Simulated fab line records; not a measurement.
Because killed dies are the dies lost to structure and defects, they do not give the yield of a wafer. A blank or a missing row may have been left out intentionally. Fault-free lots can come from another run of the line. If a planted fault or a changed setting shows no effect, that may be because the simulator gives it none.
Which tool did it? + flow berkeleyCmos170 + 42 wafers from 14 lots sampled at 4 of the route's 331 steps

== WHAT THE GAUGES SHOWED, per wafer ==
UCB170_M3_BOW_MEAS_20. Usual: for M3_BOW the level is 35 um and the standard deviation is 6.7.
| lot  | measured     | on           | M3_BOW (um) | flag |
|------|--------------|--------------|-------------|------|
| L492 | day 8 21:24  | filmMetro-04 | 48 38 41    |      |
| L494 | day 9 03:35  | filmMetro-01 | 36 46 42    |      |
| L493 | day 9 06:27  | filmMetro-02 | 38 39 32    |      |
| L495 | day 9 18:59  | filmMetro-02 | 26 36 34    |      |
| L497 | day 10 12:03 | filmMetro-04 | 36 30 35    |      |
| L499 | day 10 12:14 | filmMetro-02 | 21 21 41    |      |
| L500 | day 10 10:05 | filmMetro-02 | 40 40 29    |      |
| L502 | day 11 06:40 | filmMetro-04 | 38 24 28    |      |
| L507 | day 14 02:17 | filmMetro-04 | 46 40 42    |      |
| L510 | day 14 00:54 | filmMetro-04 | 38 42 32    |      |
| L512 | day 14 02:21 | filmMetro-01 | 38 33 36    |      |
| L514 | day 15 03:22 | filmMetro-04 | 32 14 39    |      |
| L513 | day 15 03:04 | filmMetro-04 | 30 35 30    |      |
| L515 | day 15 13:58 | filmMetro-04 | 29 35 32    |      |

== TOOL THAT RAN EACH LOT (tool first, then ch and the chambers of the sampled wafers, then the start) ==
| lot  | UCB170_PWELL_STRIP_16              | UCB170_M1_METAL_ETCH_12          | UCB170_V2_CVD_00                |
|------|------------------------------------|----------------------------------|---------------------------------|
| L492 | plasmaAsher-04 ch 0,1, day 3 10:22 | rieMetal-04 ch 0,1, day 8 06:43  | pecvd-03 ch 0,1,2, day 8 15:34  |
| L494 | plasmaAsher-01 ch 0,1, day 3 20:10 | rieMetal-03 ch 0,1, day 8 15:21  | pecvd-04 ch 0,1, day 8 22:38    |
| L493 | plasmaAsher-02 ch 0,1, day 3 20:26 | rieMetal-04 ch 0,1, day 8 17:55  | pecvd-02 ch 0,2, day 9 01:13    |
| L495 | plasmaAsher-02 ch 0,1, day 4 06:20 | rieMetal-01 ch 0,1, day 9 05:41  | pecvd-04 ch 1,2, day 9 12:44    |
| L497 | plasmaAsher-02 ch 0,1, day 4 15:26 | rieMetal-01 ch 0,1, day 9 22:48  | pecvd-02 ch 0,1,2, day 10 06:34 |
| L499 | plasmaAsher-02 ch 0,1, day 5 01:53 | rieMetal-03 ch 0,1, day 9 22:29  | pecvd-04 ch 0,1,2, day 10 06:48 |
| L500 | plasmaAsher-04 ch 0,1, day 5 02:05 | rieMetal-01 ch 0,1, day 9 22:15  | pecvd-04 ch 1,2, day 10 04:59   |
| L502 | plasmaAsher-02 ch 0,1, day 5 11:00 | rieMetal-01 ch 0,1, day 10 18:43 | pecvd-04 ch 0,1, day 11 01:37   |
| L507 | plasmaAsher-01 ch 0,1, day 6 15:56 | rieMetal-03 ch 0,1, day 12 15:44 | pecvd-04 ch 0,2, day 13 19:04   |
| L510 | plasmaAsher-01 ch 0,1, day 7 01:28 | rieMetal-04 ch 0,1, day 12 15:14 | pecvd-03 ch 0,2, day 13 18:34   |
| L512 | plasmaAsher-02 ch 0,1, day 7 07:41 | rieMetal-03 ch 0,1, day 12 17:34 | pecvd-04 ch 1,2, day 13 19:43   |
| L514 | plasmaAsher-04 ch 0,1, day 7 20:39 | rieMetal-01 ch 0, day 14 08:53   | pecvd-04 ch 0,1, day 14 18:01   |
| L513 | plasmaAsher-01 ch 0,1, day 7 20:55 | rieMetal-04 ch 0,1, day 14 08:19 | pecvd-03 ch 0,1,2, day 14 17:17 |
| L515 | plasmaAsher-04 ch 0,1, day 8 08:23 | rieMetal-01 ch 0,1, day 14 19:32 | pecvd-02 ch 0,1,2, day 15 06:31 |
- UCB170_PWELL_STRIP_16: strips in O2.
- UCB170_M1_METAL_ETCH_12: etches Al in Cl2/BCl3, stops on PSG, target depth 780 nm, time 130 s.
- UCB170_V2_CVD_00: deposits SiO2 from TEOS/O2, target thk 2000 nm, time 250 s.

== WHAT THE TOOLS THEMSELVES READ (means of the sampled wafers that have a number; where no wafer has one, the mark that the record gives instead) ==
UCB170_PWELL_STRIP_16. Usual: drypumpMotorCurrentA 5.7 A, standard deviation 0.46; o2FlowSccm 399.7 sccm, standard deviation 1.1; oesProductAu 0.720 a.u., standard deviation 0.0046; stripTimeToEndpointS 18.07 s, standard deviation 0.073.
| lot  | tool           | drypumpMotorCurrentA (A) | o2FlowSccm (sccm) | oesProductAu (a.u.) | stripTimeToEndpointS (s) | flag |
|------|----------------|--------------------------|-------------------|---------------------|--------------------------|------|
| L492 | plasmaAsher-04 | 5.7                      | 401.2             | 0.722               | 17.99                    |      |
| L494 | plasmaAsher-01 | 5.7                      | 398.9             | 0.719               | 18.12                    |      |
| L493 | plasmaAsher-02 | 5.8                      | 399.3             | 0.716               | 18.08                    |      |
| L495 | plasmaAsher-02 | 5.5                      | 399.8             | 0.722               | 18.15                    |      |
| L497 | plasmaAsher-02 | 5.5                      | 400.2             | 0.719               | 18.18                    |      |
| L499 | plasmaAsher-02 | 5.5                      | 398.9             | 0.726               | 18.14                    |      |
| L500 | plasmaAsher-04 | 5.7                      | 400.0             | 0.716               | 18.06                    |      |
| L502 | plasmaAsher-02 | 5.5                      | 398.6             | 0.718               | 18.06                    |      |
| L507 | plasmaAsher-01 | 5.8                      | 399.3             | 0.724               | 18.09                    |      |
| L510 | plasmaAsher-01 | 5.7                      | 400.6             | 0.720               | 18.01                    |      |
| L512 | plasmaAsher-02 | 5.5                      | 399.9             | 0.718               | 17.93                    |      |
| L514 | plasmaAsher-04 | 5.7                      | 399.4             | 0.721               | 18.08                    |      |
| L513 | plasmaAsher-01 | 5.7                      | 400.7             | 0.719               | 18.03                    |      |
| L515 | plasmaAsher-04 | 5.3                      | 399.6             | 0.723               | 18.14                    |      |

UCB170_M1_METAL_ETCH_12. Usual: bcl3FlowSccm 44.99 sccm, standard deviation 0.12; drypumpMotorCurrentA 5.8 A, standard deviation 0.39; oesProductAu 0.844 a.u., standard deviation 0.018; throttleValvePct 24.41 %, standard deviation 0.098.
| lot  | tool        | bcl3FlowSccm (sccm) | drypumpMotorCurrentA (A) | oesProductAu (a.u.) | throttleValvePct (%) | flag |
|------|-------------|---------------------|--------------------------|---------------------|----------------------|------|
| L492 | rieMetal-04 | 44.98               | 6.1                      | 0.847               | 24.36                |      |
| L494 | rieMetal-03 | 45.09               | 5.7                      | 0.837               | 24.54                |      |
| L493 | rieMetal-04 | 44.99               | 6.1                      | 0.838               | 24.36                |      |
| L495 | rieMetal-01 | 44.76               | 5.7                      | 0.858               | 24.35                |      |
| L497 | rieMetal-01 | 45.00               | 5.7                      | 0.870               | 24.34                |      |
| L499 | rieMetal-03 | 45.08               | 5.8                      | 0.826               | 24.55                |      |
| L500 | rieMetal-01 | 45.07               | 5.4                      | 0.851               | 24.36                |      |
| L502 | rieMetal-01 | 44.97               | 5.4                      | 0.875               | 24.35                |      |
| L507 | rieMetal-03 | 44.93               | 5.8                      | 0.830               | 24.56                |      |
| L510 | rieMetal-04 | 44.94               | 6.2                      | 0.842               | 24.47                |      |
| L512 | rieMetal-03 | 44.98               | 5.7                      | 0.826               | 24.49                |      |
| L514 | rieMetal-01 | 44.92               | 6.0                      | 0.872               | 24.32                |      |
| L513 | rieMetal-04 | 45.01               | 6.2                      | 0.840               | 24.47                |      |
| L515 | rieMetal-01 | 45.04               | 5.4                      | 0.874               | 24.32                |      |

UCB170_V2_CVD_00. Usual: 266 W for heaterPowerW, sd 62.
| lot  | tool     | heaterPowerW (W) | flag |
|------|----------|------------------|------|
| L492 | pecvd-03 | 305              |      |
| L494 | pecvd-04 | 187              |      |
| L493 | pecvd-02 | 243              |      |
| L495 | pecvd-04 | 202              |      |
| L497 | pecvd-02 | 240              |      |
| L499 | pecvd-04 | 263              |      |
| L500 | pecvd-04 | 258              |      |
| L502 | pecvd-04 | 180              |      |
| L507 | pecvd-04 | 273              |      |
| L510 | pecvd-03 | 334              |      |
| L512 | pecvd-04 | 222              |      |
| L514 | pecvd-04 | 204              |      |
| L513 | pecvd-03 | 299              |      |
| L515 | pecvd-02 | 263              |      |

== THE ANSWER, worked out from the rows above alone ==
Rule: take the mean of a lot's wafers that have a number; if it is more than 3 standard deviations from the usual mean, the lot is off. A lot without any number at a reading at which 4 lots or more have one is off too. All remaining lots with rows at the step are treated as sound. Order of review: gauges by route order, followed by the tools' own readings, for which a lot's mean as printed above is used. The first step at which some lot is off is used, and at that step the reading that is off furthest; a lot without a number counts as furthest.
No lot is off on any of the readings shown, so nothing can be concluded from this.

== WHAT THE SIMULATOR HAD PUT IN ==
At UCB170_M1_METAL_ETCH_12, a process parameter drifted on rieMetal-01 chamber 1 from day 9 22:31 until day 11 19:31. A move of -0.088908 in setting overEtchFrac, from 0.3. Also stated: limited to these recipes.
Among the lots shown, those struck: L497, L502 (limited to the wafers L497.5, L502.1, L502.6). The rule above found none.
